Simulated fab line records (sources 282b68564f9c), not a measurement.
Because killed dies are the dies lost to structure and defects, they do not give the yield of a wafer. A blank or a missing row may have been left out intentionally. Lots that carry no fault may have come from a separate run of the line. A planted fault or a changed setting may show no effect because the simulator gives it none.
Problem report in the 8D (eight disciplines) form, filled by code	flow rit cmos	the parts of the form that need people (team, actions taken, sign-off) are left out

## 1. WHAT WENT WRONG
Mean ACTIVE_NITRIDE_THK at RIT_ACTIVE_THK_MEAS_04: 251.6 nm over 9 wafers in 3 lots; fault-free wafers: 149.7 nm, standard deviation 1.4. Measured from the usual mean, that is +73 standard deviations.
First seen on wafer L296.1, day 3 06:02, on film metro-04. The record holds 45 wafers of 15 lots with a number at this step. Rule for "out" (also "out of limits"): further than 4 standard deviations from the usual mean. Any other wafer with a number is counted as sound.

## 2. WHAT IT IS, AND WHAT IT ISN'T
question	is	is not
which readings at this step	ACTIVE_NITRIDE_THK	-
which lots	L296, L297, L298	L288, L290, L291, L292, L293, L294, L303, L305, L307, L309, L310, L311
which wafers of those lots	all that have a number	-
read on which gauges	film metro-02, film metro-04	film metro-01
when	from day 3 06:02	up to then (18 sound wafers); but 18 sound wafers of L303, L305, L307, L309, L310, L311 came after

## 3. SUSPECTS, AND WHAT RULES EACH OUT
Counting: any tool at a process step up to the reading is kept as a suspect provided that every lot that is out went through it and no sound lot did after the first of them.
- the gauge at RIT_ACTIVE_THK_MEAS_04: ruled out. Those wafers that are out were read across 2 gauges (film metro-02, film metro-04).
- lpcvd-01 at RIT_ACTIVE_CVD_03 (deposits Si3N4 from SiH2Cl2/NH3, target thk 150 nm, time 1500 s): ruled out as a lasting fault. The sound lots L310 went through it after L296, its earliest lot that is out (day 3 04:38).
Left after counting: nothing in the record.

## 4. THE CAUSE (what the simulator had put in)
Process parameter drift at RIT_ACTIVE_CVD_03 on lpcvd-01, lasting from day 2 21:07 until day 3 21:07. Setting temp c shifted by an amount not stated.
The count ruled it out by mistake, since the rule takes a fault to strike every lot its tool runs from the start of the fault on, and this one did not do so.

## 5. THE EFFECT CHAIN, in route order
One row per reading whose mean, taken over the struck wafers that have a number, lies over 3 standard deviations from the usual. Only readings for which the record gives a usual standard deviation are gone through. hours: the time from each lot's start at the first step in this table that gives one to its start at this step, as a median over the lots. sigmas: the change in usual standard deviations.
hours	step	reading	usual	on struck wafers	change	sigmas
0	RIT_ACTIVE_CVD_03	spike tc centre C	813.1 C	879.3	+66.2	+67
0	RIT_ACTIVE_CVD_03	spike tc load C	834.2 C	901.1	+66.9	+39
0	RIT_ACTIVE_CVD_03	spike tc source C	832.1 C	900.9	+68.8	+25
0	RIT_ACTIVE_CVD_03	susceptor temp C	810.0 C	876.7	+66.7	+99 or more
1	RIT_ACTIVE_THK_MEAS_04	ACTIVE_NITRIDE_THK	149.7 nm	251.6	+101.9	+73
3	RIT_ACTIVE_ETCH_13	oes product au	0.831 a.u.	0.993	+0.162	+9.5
Its process steps:
- RIT_ACTIVE_CVD_03: deposits Si3N4 from SiH2Cl2/NH3, target thk 150 nm, time 1500 s.
- RIT_ACTIVE_ETCH_13: etches Si3N4 in SF6, stops on SiO2, time 210 s, target depth 210 nm.

## 6. WHAT WOULD HAVE CAUGHT IT SOONER
In this record the first reading out of limits at a measuring or inspecting step was taken at day 3 06:02, 9 hours after the fault began at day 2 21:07.
The tool's own readings at RIT_ACTIVE_CVD_03 were out on every struck wafer that the step has a row for (spike tc centre C, spike tc load C, spike tc source C, susceptor temp C): an alarm limit on them would have fired on the first of those.
